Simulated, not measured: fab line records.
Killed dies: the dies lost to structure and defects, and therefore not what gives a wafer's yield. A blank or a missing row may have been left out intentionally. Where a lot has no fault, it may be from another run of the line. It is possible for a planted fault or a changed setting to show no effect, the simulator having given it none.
fab line records :: flow ritCmos
record:
  lots: 14
  wafers: 42
  lastDay: 7
route steps=202 shown ACTIVE@1 FOX1@21 GATE@83 SDANNEAL@156
lots that met no fault: from a run of the same line without faults
startH: hours from the record's first day to the start of the lot's first wafer shown :: waitH: time in hours since the lot's previous step :: " identical to the entry in the row above :: L1.1+2: one row covering several wafers at once :: - value missing, or start not given :: * or withheld: withheld :: < > ~ a bound
route shown NAME@n: a module of which the file shows steps, and the number in the route of the first :: usual: mean/standard deviation of fault-free wafers :: same: alike in all rows :: chamber/n: place in a boat :: sites: each site's reading :: _std_site: the values' standard deviation :: _edge_site: outer sites' mean less inner sites' :: radiusMm: how far each site lies from the wafer's centre :: mask NAME#n: copy n :: behind: the last tool/chamber to shape the wafer :: hold: reason for holding the lot/hours on hold/outcome of the hold :: device: whichever transistor did not switch (one of n, p or np) :: end of line: tests of these same wafers at the route's end :: a step with no rows: only its recipe :: killed: at the first sort, the dies lost to defects and structure; wafer yield is something else :: map: a wafer's dies, x killed, . not, _ none there
set.NAME: setting as actually run; set.NAME@STEP: the setting as run at that earlier step :: model.NAME: the simulator's own value behind a step, which no gauge read
steps of the route over a sample of lots; a table a step, a row a wafer
services: from which hour (startH, from the record's first day; less than 0 if before it) a tool's chamber was out of use, for how many hours, and why
== steps ==
step: RIT_ACTIVE_BOW_MEAS_00
recipe:
  mode: bow
usual:
  INCOMING_BOW: 0/6.2
lot.wafer: L705.4
tool: filmMetro-03
chamber: -
startH: 10.06
waitH: -
INCOMING_BOW[um]: 4

lot.wafer: L705.5
tool: filmMetro-03
chamber: -
startH: 10.06
waitH: -
INCOMING_BOW[um]: 12

lot.wafer: L705.6
tool: filmMetro-03
chamber: -
startH: 10.06
waitH: -
INCOMING_BOW[um]: 1

lot.wafer: L707.2
tool: filmMetro-03
chamber: -
startH: 20.02
waitH: -
INCOMING_BOW[um]: 0

lot.wafer: L707.4
tool: filmMetro-03
chamber: -
startH: 20.02
waitH: -
INCOMING_BOW[um]: -10

lot.wafer: L707.5
tool: filmMetro-03
chamber: -
startH: 20.02
waitH: -
INCOMING_BOW[um]: -7

lot.wafer: L708.1
tool: filmMetro-04
chamber: -
startH: 25.00
waitH: -
INCOMING_BOW[um]: 2

lot.wafer: L708.2
tool: filmMetro-04
chamber: -
startH: 25.00
waitH: -
INCOMING_BOW[um]: -1

lot.wafer: L708.6
tool: filmMetro-04
chamber: -
startH: 25.00
waitH: -
INCOMING_BOW[um]: 1

lot.wafer: L709.2
tool: filmMetro-02
chamber: -
startH: 30.02
waitH: -
INCOMING_BOW[um]: -1

lot.wafer: L709.3
tool: filmMetro-02
chamber: -
startH: 30.02
waitH: -
INCOMING_BOW[um]: -3

lot.wafer: L709.6
tool: filmMetro-02
chamber: -
startH: 30.02
waitH: -
INCOMING_BOW[um]: -4

lot.wafer: L710.3
tool: filmMetro-02
chamber: -
startH: 35.04
waitH: -
INCOMING_BOW[um]: -4

lot.wafer: L710.4
tool: filmMetro-02
chamber: -
startH: 35.04
waitH: -
INCOMING_BOW[um]: 2

lot.wafer: L710.5
tool: filmMetro-02
chamber: -
startH: 35.04
waitH: -
INCOMING_BOW[um]: 4

lot.wafer: L711.2
tool: filmMetro-02
chamber: -
startH: 40.02
waitH: -
INCOMING_BOW[um]: 6

lot.wafer: L711.3
tool: filmMetro-02
chamber: -
startH: 40.02
waitH: -
INCOMING_BOW[um]: 8

lot.wafer: L711.5
tool: filmMetro-02
chamber: -
startH: 40.02
waitH: -
INCOMING_BOW[um]: -2

lot.wafer: L712.2
tool: filmMetro-02
chamber: -
startH: 45.02
waitH: -
INCOMING_BOW[um]: 5

lot.wafer: L712.3
tool: filmMetro-02
chamber: -
startH: 45.02
waitH: -
INCOMING_BOW[um]: -9

lot.wafer: L712.6
tool: filmMetro-02
chamber: -
startH: 45.02
waitH: -
INCOMING_BOW[um]: 3

lot.wafer: L714.2
tool: filmMetro-03
chamber: -
startH: 55.02
waitH: -
INCOMING_BOW[um]: -4

lot.wafer: L714.3
tool: filmMetro-03
chamber: -
startH: 55.02
waitH: -
INCOMING_BOW[um]: -15

lot.wafer: L714.5
tool: filmMetro-03
chamber: -
startH: 55.02
waitH: -
INCOMING_BOW[um]: -8

lot.wafer: L717.2
tool: filmMetro-02
chamber: -
startH: 70.02
waitH: -
INCOMING_BOW[um]: 5

lot.wafer: L717.3
tool: filmMetro-02
chamber: -
startH: 70.02
waitH: -
INCOMING_BOW[um]: 3

lot.wafer: L717.6
tool: filmMetro-02
chamber: -
startH: 70.02
waitH: -
INCOMING_BOW[um]: 0

lot.wafer: L718.1
tool: filmMetro-03
chamber: -
startH: 75.00
waitH: -
INCOMING_BOW[um]: -1

lot.wafer: L718.4
tool: filmMetro-03
chamber: -
startH: 75.00
waitH: -
INCOMING_BOW[um]: -4

lot.wafer: L718.6
tool: filmMetro-03
chamber: -
startH: 75.00
waitH: -
INCOMING_BOW[um]: -4

lot.wafer: L720.1
tool: filmMetro-03
chamber: -
startH: 85.00
waitH: -
INCOMING_BOW[um]: 8

lot.wafer: L720.3
tool: filmMetro-03
chamber: -
startH: 85.00
waitH: -
INCOMING_BOW[um]: 4

lot.wafer: L720.4
tool: filmMetro-03
chamber: -
startH: 85.00
waitH: -
INCOMING_BOW[um]: 4

lot.wafer: L721.4
tool: filmMetro-04
chamber: -
startH: 90.06
waitH: -
INCOMING_BOW[um]: -6

lot.wafer: L721.5
tool: filmMetro-04
chamber: -
startH: 90.06
waitH: -
INCOMING_BOW[um]: -11

lot.wafer: L721.6
tool: filmMetro-04
chamber: -
startH: 90.06
waitH: -
INCOMING_BOW[um]: 1

lot.wafer: L727.1
tool: filmMetro-03
chamber: -
startH: 120.00
waitH: -
INCOMING_BOW[um]: -11

lot.wafer: L727.2
tool: filmMetro-03
chamber: -
startH: 120.00
waitH: -
INCOMING_BOW[um]: -7

lot.wafer: L727.4
tool: filmMetro-03
chamber: -
startH: 120.00
waitH: -
INCOMING_BOW[um]: -7

lot.wafer: L728.4
tool: filmMetro-03
chamber: -
startH: 125.06
waitH: -
INCOMING_BOW[um]: -1

lot.wafer: L728.5
tool: filmMetro-03
chamber: -
startH: 125.06
waitH: -
INCOMING_BOW[um]: 2

lot.wafer: L728.6
tool: filmMetro-03
chamber: -
startH: 125.06
waitH: -
INCOMING_BOW[um]: -6
step: RIT_FOX1_THK_MEAS_01
recipe:
  reads: SiO2_of_FOX1_OXIDATION_00
usual:
  FOX1_OXIDE_THK: 354/6.8
lot.wafer: L705.4
tool: filmMetro-01
chamber: -
startH: 16.98
waitH: 0.0
FOX1_OXIDE_THK[nm]: 346

lot.wafer: L705.5
tool: filmMetro-01
chamber: -
startH: 16.98
waitH: 0.0
FOX1_OXIDE_THK[nm]: 346

lot.wafer: L705.6
tool: filmMetro-01
chamber: -
startH: 16.98
waitH: 0.0
FOX1_OXIDE_THK[nm]: 343

lot.wafer: L707.2
tool: filmMetro-01
chamber: -
startH: 28.19
waitH: 0.0
FOX1_OXIDE_THK[nm]: 349

lot.wafer: L707.4
tool: filmMetro-01
chamber: -
startH: 28.19
waitH: 0.0
FOX1_OXIDE_THK[nm]: 339

lot.wafer: L707.5
tool: filmMetro-01
chamber: -
startH: 28.19
waitH: 0.0
FOX1_OXIDE_THK[nm]: 341

lot.wafer: L708.1
tool: filmMetro-03
chamber: -
startH: 32.83
waitH: 0.0
FOX1_OXIDE_THK[nm]: 357

lot.wafer: L708.2
tool: filmMetro-03
chamber: -
startH: 32.83
waitH: 0.0
FOX1_OXIDE_THK[nm]: 356

lot.wafer: L708.6
tool: filmMetro-03
chamber: -
startH: 32.83
waitH: 0.0
FOX1_OXIDE_THK[nm]: 360

lot.wafer: L709.2
tool: filmMetro-03
chamber: -
startH: 37.06
waitH: 0.0
FOX1_OXIDE_THK[nm]: 351

lot.wafer: L709.3
tool: filmMetro-03
chamber: -
startH: 37.06
waitH: 0.0
FOX1_OXIDE_THK[nm]: 350

lot.wafer: L709.6
tool: filmMetro-03
chamber: -
startH: 37.06
waitH: 0.0
FOX1_OXIDE_THK[nm]: 352

lot.wafer: L710.3
tool: filmMetro-02
chamber: -
startH: 41.87
waitH: 0.0
FOX1_OXIDE_THK[nm]: 349

lot.wafer: L710.4
tool: filmMetro-02
chamber: -
startH: 41.87
waitH: 0.0
FOX1_OXIDE_THK[nm]: 347

lot.wafer: L710.5
tool: filmMetro-02
chamber: -
startH: 41.87
waitH: 0.0
FOX1_OXIDE_THK[nm]: 346

lot.wafer: L711.2
tool: filmMetro-01
chamber: -
startH: 47.57
waitH: 0.0
FOX1_OXIDE_THK[nm]: 346

lot.wafer: L711.3
tool: filmMetro-01
chamber: -
startH: 47.57
waitH: 0.0
FOX1_OXIDE_THK[nm]: 343

lot.wafer: L711.5
tool: filmMetro-01
chamber: -
startH: 47.57
waitH: 0.0
FOX1_OXIDE_THK[nm]: 342

lot.wafer: L712.2
tool: filmMetro-01
chamber: -
startH: 52.51
waitH: 0.0
FOX1_OXIDE_THK[nm]: 351

lot.wafer: L712.3
tool: filmMetro-01
chamber: -
startH: 52.51
waitH: 0.0
FOX1_OXIDE_THK[nm]: 351

lot.wafer: L712.6
tool: filmMetro-01
chamber: -
startH: 52.51
waitH: 0.0
FOX1_OXIDE_THK[nm]: 357

lot.wafer: L714.2
tool: filmMetro-03
chamber: -
startH: 62.91
waitH: 0.0
FOX1_OXIDE_THK[nm]: 352

lot.wafer: L714.3
tool: filmMetro-03
chamber: -
startH: 62.91
waitH: 0.0
FOX1_OXIDE_THK[nm]: 354

lot.wafer: L714.5
tool: filmMetro-03
chamber: -
startH: 62.91
waitH: 0.0
FOX1_OXIDE_THK[nm]: 354

lot.wafer: L717.2
tool: filmMetro-01
chamber: -
startH: 76.85
waitH: 0.0
FOX1_OXIDE_THK[nm]: 353

lot.wafer: L717.3
tool: filmMetro-01
chamber: -
startH: 76.85
waitH: 0.0
FOX1_OXIDE_THK[nm]: 355

lot.wafer: L717.6
tool: filmMetro-01
chamber: -
startH: 76.85
waitH: 0.0
FOX1_OXIDE_THK[nm]: 351

lot.wafer: L718.1
tool: filmMetro-01
chamber: -
startH: 83.15
waitH: 0.0
FOX1_OXIDE_THK[nm]: 350

lot.wafer: L718.4
tool: filmMetro-01
chamber: -
startH: 83.15
waitH: 0.0
FOX1_OXIDE_THK[nm]: 355

lot.wafer: L718.6
tool: filmMetro-01
chamber: -
startH: 83.15
waitH: 0.0
FOX1_OXIDE_THK[nm]: 350

lot.wafer: L720.1
tool: filmMetro-02
chamber: -
startH: 92.73
waitH: 0.0
FOX1_OXIDE_THK[nm]: 358

lot.wafer: L720.3
tool: filmMetro-02
chamber: -
startH: 92.73
waitH: 0.0
FOX1_OXIDE_THK[nm]: 357

lot.wafer: L720.4
tool: filmMetro-02
chamber: -
startH: 92.73
waitH: 0.0
FOX1_OXIDE_THK[nm]: 357

lot.wafer: L721.4
tool: filmMetro-03
chamber: -
startH: 96.88
waitH: 0.0
FOX1_OXIDE_THK[nm]: 350

lot.wafer: L721.5
tool: filmMetro-03
chamber: -
startH: 96.88
waitH: 0.0
FOX1_OXIDE_THK[nm]: 352

lot.wafer: L721.6
tool: filmMetro-03
chamber: -
startH: 96.88
waitH: 0.0
FOX1_OXIDE_THK[nm]: 350

lot.wafer: L727.1
tool: filmMetro-02
chamber: -
startH: 127.23
waitH: 0.0
FOX1_OXIDE_THK[nm]: 347

lot.wafer: L727.2
tool: filmMetro-02
chamber: -
startH: 127.23
waitH: 0.0
FOX1_OXIDE_THK[nm]: 344

lot.wafer: L727.4
tool: filmMetro-02
chamber: -
startH: 127.23
waitH: 0.0
FOX1_OXIDE_THK[nm]: 347

lot.wafer: L728.4
tool: filmMetro-01
chamber: -
startH: 133.67
waitH: 0.0
FOX1_OXIDE_THK[nm]: 355

lot.wafer: L728.5
tool: filmMetro-01
chamber: -
startH: 133.67
waitH: 0.0
FOX1_OXIDE_THK[nm]: 357

lot.wafer: L728.6
tool: filmMetro-01
chamber: -
startH: 133.67
waitH: 0.0
FOX1_OXIDE_THK[nm]: 360
step: RIT_GATE_THK_MEAS_07
recipe:
  reads: SiO2_of_GATE_OXIDATION_05
usual:
  GATE_OXIDE_THK: 3.02/0.065
lot.wafer: L705.4
tool: filmMetro-04
chamber: -
startH: 34.83
waitH: 0.0
GATE_OXIDE_THK[nm]: 3.03

lot.wafer: L705.5
tool: filmMetro-04
chamber: -
startH: 34.83
waitH: 0.0
GATE_OXIDE_THK[nm]: 3.05

lot.wafer: L705.6
tool: filmMetro-04
chamber: -
startH: 34.83
waitH: 0.0
GATE_OXIDE_THK[nm]: 3.05

lot.wafer: L707.2
tool: filmMetro-03
chamber: -
startH: 44.76
waitH: 0.0
GATE_OXIDE_THK[nm]: 2.97

lot.wafer: L707.4
tool: filmMetro-03
chamber: -
startH: 44.76
waitH: 0.0
GATE_OXIDE_THK[nm]: 2.89

lot.wafer: L707.5
tool: filmMetro-03
chamber: -
startH: 44.76
waitH: 0.0
GATE_OXIDE_THK[nm]: 2.92

lot.wafer: L708.1
tool: filmMetro-01
chamber: -
startH: 49.03
waitH: 0.0
GATE_OXIDE_THK[nm]: 3.09

lot.wafer: L708.2
tool: filmMetro-01
chamber: -
startH: 49.03
waitH: 0.0
GATE_OXIDE_THK[nm]: 3.02

lot.wafer: L708.6
tool: filmMetro-01
chamber: -
startH: 49.03
waitH: 0.0
GATE_OXIDE_THK[nm]: 3.07

lot.wafer: L709.2
tool: filmMetro-03
chamber: -
startH: 53.39
waitH: 0.0
GATE_OXIDE_THK[nm]: 2.95

lot.wafer: L709.3
tool: filmMetro-03
chamber: -
startH: 53.39
waitH: 0.0
GATE_OXIDE_THK[nm]: 3.01

lot.wafer: L709.6
tool: filmMetro-03
chamber: -
startH: 53.39
waitH: 0.0
GATE_OXIDE_THK[nm]: 2.97

lot.wafer: L710.3
tool: filmMetro-03
chamber: -
startH: 58.42
waitH: 0.0
GATE_OXIDE_THK[nm]: 2.99

lot.wafer: L710.4
tool: filmMetro-03
chamber: -
startH: 58.42
waitH: 0.0
GATE_OXIDE_THK[nm]: 3.04

lot.wafer: L710.5
tool: filmMetro-03
chamber: -
startH: 58.42
waitH: 0.0
GATE_OXIDE_THK[nm]: 2.94

lot.wafer: L711.2
tool: filmMetro-04
chamber: -
startH: 63.77
waitH: 0.0
GATE_OXIDE_THK[nm]: 2.92

lot.wafer: L711.3
tool: filmMetro-04
chamber: -
startH: 63.77
waitH: 0.0
GATE_OXIDE_THK[nm]: 2.92

lot.wafer: L711.5
tool: filmMetro-04
chamber: -
startH: 63.77
waitH: 0.0
GATE_OXIDE_THK[nm]: 2.89

lot.wafer: L712.2
tool: filmMetro-01
chamber: -
startH: 68.79
waitH: 0.0
GATE_OXIDE_THK[nm]: 3.02

lot.wafer: L712.3
tool: filmMetro-01
chamber: -
startH: 68.79
waitH: 0.0
GATE_OXIDE_THK[nm]: 2.99

lot.wafer: L712.6
tool: filmMetro-01
chamber: -
startH: 68.79
waitH: 0.0
GATE_OXIDE_THK[nm]: 3.01

lot.wafer: L714.2
tool: filmMetro-04
chamber: -
startH: 79.80
waitH: 0.0
GATE_OXIDE_THK[nm]: 3.11

lot.wafer: L714.3
tool: filmMetro-04
chamber: -
startH: 79.80
waitH: 0.0
GATE_OXIDE_THK[nm]: 3.09

lot.wafer: L714.5
tool: filmMetro-04
chamber: -
startH: 79.80
waitH: 0.0
GATE_OXIDE_THK[nm]: 3.12

lot.wafer: L717.2
tool: filmMetro-03
chamber: -
startH: 94.14
waitH: 0.0
GATE_OXIDE_THK[nm]: 2.95

lot.wafer: L717.3
tool: filmMetro-03
chamber: -
startH: 94.14
waitH: 0.0
GATE_OXIDE_THK[nm]: 2.90

lot.wafer: L717.6
tool: filmMetro-03
chamber: -
startH: 94.14
waitH: 0.0
GATE_OXIDE_THK[nm]: 2.99

lot.wafer: L718.1
tool: filmMetro-01
chamber: -
startH: 99.54
waitH: 0.0
GATE_OXIDE_THK[nm]: 2.98

lot.wafer: L718.4
tool: filmMetro-01
chamber: -
startH: 99.54
waitH: 0.0
GATE_OXIDE_THK[nm]: 3.04

lot.wafer: L718.6
tool: filmMetro-01
chamber: -
startH: 99.54
waitH: 0.0
GATE_OXIDE_THK[nm]: 3.01

lot.wafer: L720.1
tool: filmMetro-03
chamber: -
startH: 112.78
waitH: 0.0
GATE_OXIDE_THK[nm]: 3.13

lot.wafer: L720.3
tool: filmMetro-03
chamber: -
startH: 112.78
waitH: 0.0
GATE_OXIDE_THK[nm]: 3.06

lot.wafer: L720.4
tool: filmMetro-03
chamber: -
startH: 112.78
waitH: 0.0
GATE_OXIDE_THK[nm]: 3.07

lot.wafer: L721.4
tool: filmMetro-01
chamber: -
startH: 114.14
waitH: 0.0
GATE_OXIDE_THK[nm]: 3.05

lot.wafer: L721.5
tool: filmMetro-01
chamber: -
startH: 114.14
waitH: 0.0
GATE_OXIDE_THK[nm]: 3.07

lot.wafer: L721.6
tool: filmMetro-01
chamber: -
startH: 114.14
waitH: 0.0
GATE_OXIDE_THK[nm]: 3.06

lot.wafer: L727.1
tool: filmMetro-04
chamber: -
startH: 143.34
waitH: 0.0
GATE_OXIDE_THK[nm]: 3.02

lot.wafer: L727.2
tool: filmMetro-04
chamber: -
startH: 143.34
waitH: 0.0
GATE_OXIDE_THK[nm]: 2.99

lot.wafer: L727.4
tool: filmMetro-04
chamber: -
startH: 143.34
waitH: 0.0
GATE_OXIDE_THK[nm]: 2.95

lot.wafer: L728.4
tool: filmMetro-04
chamber: -
startH: 149.81
waitH: 0.0
GATE_OXIDE_THK[nm]: 3.06

lot.wafer: L728.5
tool: filmMetro-04
chamber: -
startH: 149.81
waitH: 0.0
GATE_OXIDE_THK[nm]: 3.02

lot.wafer: L728.6
tool: filmMetro-04
chamber: -
startH: 149.81
waitH: 0.0
GATE_OXIDE_THK[nm]: 3.07
step: RIT_SDANNEAL_RTA_03
recipe:
  tempC: 1050
  timeS: 5
  idleTempC: 600
  rampUpCPerS: 342
  rampDownCPerS: 171
  coolToC: 600
  ambient: N2
usual:
  annealTempCMax: 1054.1/0.98
  chamberO2Ppm: 1.997/0.022
  wafer_temp_C_max: 1053.3/1.1
lot.wafer: L705.4
tool: rtpAnneal-02
chamber: 0
startH: 50.16
waitH: 0.0
annealTempCMax: 1053.6
chamberO2Ppm: 1.970
wafer_temp_C_max: 1054.9

lot.wafer: L705.5
tool: rtpAnneal-02
chamber: 0
startH: 50.16
waitH: 0.0
annealTempCMax: 1053.8
chamberO2Ppm: 1.978
wafer_temp_C_max: 1053.2

lot.wafer: L705.6
tool: rtpAnneal-02
chamber: 0
startH: 50.16
waitH: 0.0
annealTempCMax: 1053.1
chamberO2Ppm: 1.971
wafer_temp_C_max: 1054.9

lot.wafer: L707.2
tool: rtpAnneal-02
chamber: 0
startH: 61.68
waitH: 0.0
annealTempCMax: 1053.9
chamberO2Ppm: 1.949
wafer_temp_C_max: 1055.3

lot.wafer: L707.4
tool: rtpAnneal-02
chamber: 0
startH: 61.68
waitH: 0.0
annealTempCMax: 1053.4
chamberO2Ppm: 1.998
wafer_temp_C_max: 1053.6

lot.wafer: L707.5
tool: rtpAnneal-02
chamber: 0
startH: 61.68
waitH: 0.0
annealTempCMax: 1053.1
chamberO2Ppm: 1.964
wafer_temp_C_max: 1052.4

lot.wafer: L708.1
tool: rtpAnneal-01
chamber: 0
startH: 66.47
waitH: 0.0
annealTempCMax: 1053.9
chamberO2Ppm: 1.990
wafer_temp_C_max: 1053.4

lot.wafer: L708.2
tool: rtpAnneal-01
chamber: 0
startH: 66.47
waitH: 0.0
annealTempCMax: 1055.9
chamberO2Ppm: 1.994
wafer_temp_C_max: 1053.3

lot.wafer: L708.6
tool: rtpAnneal-01
chamber: 0
startH: 66.47
waitH: 0.0
annealTempCMax: 1054.2
chamberO2Ppm: 2.013
wafer_temp_C_max: 1054.7

lot.wafer: L709.2
tool: rtpAnneal-02
chamber: 0
startH: 70.61
waitH: 0.0
annealTempCMax: 1052.5
chamberO2Ppm: 2.030
wafer_temp_C_max: 1053.2

lot.wafer: L709.3
tool: rtpAnneal-02
chamber: 0
startH: 70.61
waitH: 0.0
annealTempCMax: 1052.1
chamberO2Ppm: 2.058
wafer_temp_C_max: 1053.0

lot.wafer: L709.6
tool: rtpAnneal-02
chamber: 0
startH: 70.61
waitH: 0.0
annealTempCMax: 1053.3
chamberO2Ppm: 2.013
wafer_temp_C_max: 1054.1

lot.wafer: L710.3
tool: rtpAnneal-01
chamber: 0
startH: 75.63
waitH: 0.0
annealTempCMax: 1053.6
chamberO2Ppm: 1.986
wafer_temp_C_max: 1052.7

lot.wafer: L710.4
tool: rtpAnneal-01
chamber: 0
startH: 75.63
waitH: 0.0
annealTempCMax: 1056.3
chamberO2Ppm: 2.013
wafer_temp_C_max: 1053.6

lot.wafer: L710.5
tool: rtpAnneal-01
chamber: 0
startH: 75.63
waitH: 0.0
annealTempCMax: 1053.4
chamberO2Ppm: 2.011
wafer_temp_C_max: 1054.9

lot.wafer: L711.2
tool: rtpAnneal-02
chamber: 0
startH: 79.16
waitH: 0.0
annealTempCMax: 1053.3
chamberO2Ppm: 2.012
wafer_temp_C_max: 1054.2

lot.wafer: L711.3
tool: rtpAnneal-02
chamber: 0
startH: 79.16
waitH: 0.0
annealTempCMax: 1053.3
chamberO2Ppm: 2.008
wafer_temp_C_max: 1053.9

lot.wafer: L711.5
tool: rtpAnneal-02
chamber: 0
startH: 79.16
waitH: 0.0
annealTempCMax: 1052.4
chamberO2Ppm: 1.990
wafer_temp_C_max: 1054.3

lot.wafer: L712.2
tool: rtpAnneal-01
chamber: 0
startH: 84.25
waitH: 0.0
annealTempCMax: 1054.7
chamberO2Ppm: 2.004
wafer_temp_C_max: 1052.6

lot.wafer: L712.3
tool: rtpAnneal-01
chamber: 0
startH: 84.25
waitH: 0.0
annealTempCMax: 1054.7
chamberO2Ppm: 2.024
wafer_temp_C_max: 1054.0

lot.wafer: L712.6
tool: rtpAnneal-01
chamber: 0
startH: 84.25
waitH: 0.0
annealTempCMax: 1055.0
chamberO2Ppm: 2.013
wafer_temp_C_max: 1054.4

lot.wafer: L714.2
tool: rtpAnneal-01
chamber: 0
startH: 94.98
waitH: 0.0
annealTempCMax: 1054.6
chamberO2Ppm: 1.965
wafer_temp_C_max: 1053.7

lot.wafer: L714.3
tool: rtpAnneal-01
chamber: 0
startH: 94.98
waitH: 0.0
annealTempCMax: 1054.5
chamberO2Ppm: 2.007
wafer_temp_C_max: 1050.9

lot.wafer: L714.5
tool: rtpAnneal-01
chamber: 0
startH: 94.98
waitH: 0.0
annealTempCMax: 1055.6
chamberO2Ppm: 1.973
wafer_temp_C_max: 1052.1

lot.wafer: L717.2
tool: rtpAnneal-02
chamber: -
startH: 109.86
waitH: 0.0
annealTempCMax: -
chamberO2Ppm: -
wafer_temp_C_max: -

lot.wafer: L717.3
tool: rtpAnneal-02
chamber: -
startH: 109.86
waitH: 0.0
annealTempCMax: -
chamberO2Ppm: -
wafer_temp_C_max: -

lot.wafer: L717.6
tool: rtpAnneal-02
chamber: -
startH: 109.86
waitH: 0.0
annealTempCMax: -
chamberO2Ppm: -
wafer_temp_C_max: -

lot.wafer: L718.1
tool: rtpAnneal-01
chamber: -
startH: 115.27
waitH: 0.0
annealTempCMax: -
chamberO2Ppm: -
wafer_temp_C_max: -

lot.wafer: L718.4
tool: rtpAnneal-01
chamber: -
startH: 115.27
waitH: 0.0
annealTempCMax: -
chamberO2Ppm: -
wafer_temp_C_max: -

lot.wafer: L718.6
tool: rtpAnneal-01
chamber: -
startH: 115.27
waitH: 0.0
annealTempCMax: -
chamberO2Ppm: -
wafer_temp_C_max: -

lot.wafer: L720.1
tool: rtpAnneal-01
chamber: 0
startH: 129.20
waitH: 0.0
annealTempCMax: 1053.0
chamberO2Ppm: 1.997
wafer_temp_C_max: 1053.2

lot.wafer: L720.3
tool: rtpAnneal-01
chamber: 0
startH: 129.20
waitH: 0.0
annealTempCMax: 1053.5
chamberO2Ppm: 1.970
wafer_temp_C_max: 1053.2

lot.wafer: L720.4
tool: rtpAnneal-01
chamber: 0
startH: 129.20
waitH: 0.0
annealTempCMax: 1053.4
chamberO2Ppm: 1.974
wafer_temp_C_max: 1052.8

lot.wafer: L721.4
tool: rtpAnneal-02
chamber: 0
startH: 129.53
waitH: 0.0
annealTempCMax: 1053.9
chamberO2Ppm: 2.030
wafer_temp_C_max: 1052.3

lot.wafer: L721.5
tool: rtpAnneal-02
chamber: 0
startH: 129.53
waitH: 0.0
annealTempCMax: 1053.7
chamberO2Ppm: 2.021
wafer_temp_C_max: 1053.3

lot.wafer: L721.6
tool: rtpAnneal-02
chamber: 0
startH: 129.53
waitH: 0.0
annealTempCMax: 1055.0
chamberO2Ppm: 2.007
wafer_temp_C_max: 1053.9

lot.wafer: L727.1
tool: rtpAnneal-02
chamber: 0
startH: 159.23
waitH: 0.0
annealTempCMax: 1053.6
chamberO2Ppm: 2.032
wafer_temp_C_max: 1055.3

lot.wafer: L727.2
tool: rtpAnneal-02
chamber: 0
startH: 159.23
waitH: 0.0
annealTempCMax: 1053.8
chamberO2Ppm: 1.984
wafer_temp_C_max: 1052.0

lot.wafer: L727.4
tool: rtpAnneal-02
chamber: 0
startH: 159.23
waitH: 0.0
annealTempCMax: 1053.6
chamberO2Ppm: 2.017
wafer_temp_C_max: 1053.7

lot.wafer: L728.4
tool: rtpAnneal-01
chamber: 0
startH: 165.15
waitH: 0.0
annealTempCMax: 1053.3
chamberO2Ppm: 2.017
wafer_temp_C_max: 1053.1

lot.wafer: L728.5
tool: rtpAnneal-01
chamber: 0
startH: 165.15
waitH: 0.0
annealTempCMax: 1054.6
chamberO2Ppm: 2.021
wafer_temp_C_max: 1053.0

lot.wafer: L728.6
tool: rtpAnneal-01
chamber: 0
startH: 165.15
waitH: 0.0
annealTempCMax: 1054.1
chamberO2Ppm: 2.003
wafer_temp_C_max: 1052.3
== services ==
tool: rtpAnneal-01
chamber: -
startH: 29.64
hours: 5.2
kind: pm
== key ==
firstSign:
  step: RIT_SDANNEAL_RTA_03
  reading: toolRecord
  direction: missing
effect none on later readings
metAt RIT_SDANNEAL_RTA_03
struckLots L717,L718
laterRowsLeftOut L717.2,L717.3,L717.6,L718.1,L718.4,L718.6
sortLeftOut L717.2,L717.3,L717.6,L718.1,L718.4,L718.6
testerLeftOut L717,L718
notActingAt RIT_ACTIVE_BOW_MEAS_00,RIT_FOX1_THK_MEAS_01,RIT_GATE_THK_MEAS_07
onsetBetween 94.98 109.86
fault:
  kind: skippedStepWhole
  tool: rtpAnneal-01,rtpAnneal-02
  chamber: -
  onsetH: 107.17
  steps: RIT_SDANNEAL_RTA_03
  scope: struckLotsOnly
testerLeftOut: of these lots the tester's yield and bins aren't shown, on N5 and GAA mostly nor the transistor test; their killed dies are dies lost to structure and defects alone, not to doping, threshold or leakage, so they don't give the yield
sortLeftOut: the simulated sort isn't trusted on such a fault, so these wafers' sort isn't shown, and their yield isn't known
laterRowsLeftOut: the simulator's readings of these wafers behind a module that went badly wrong aren't trusted and aren't shown, but for the sort
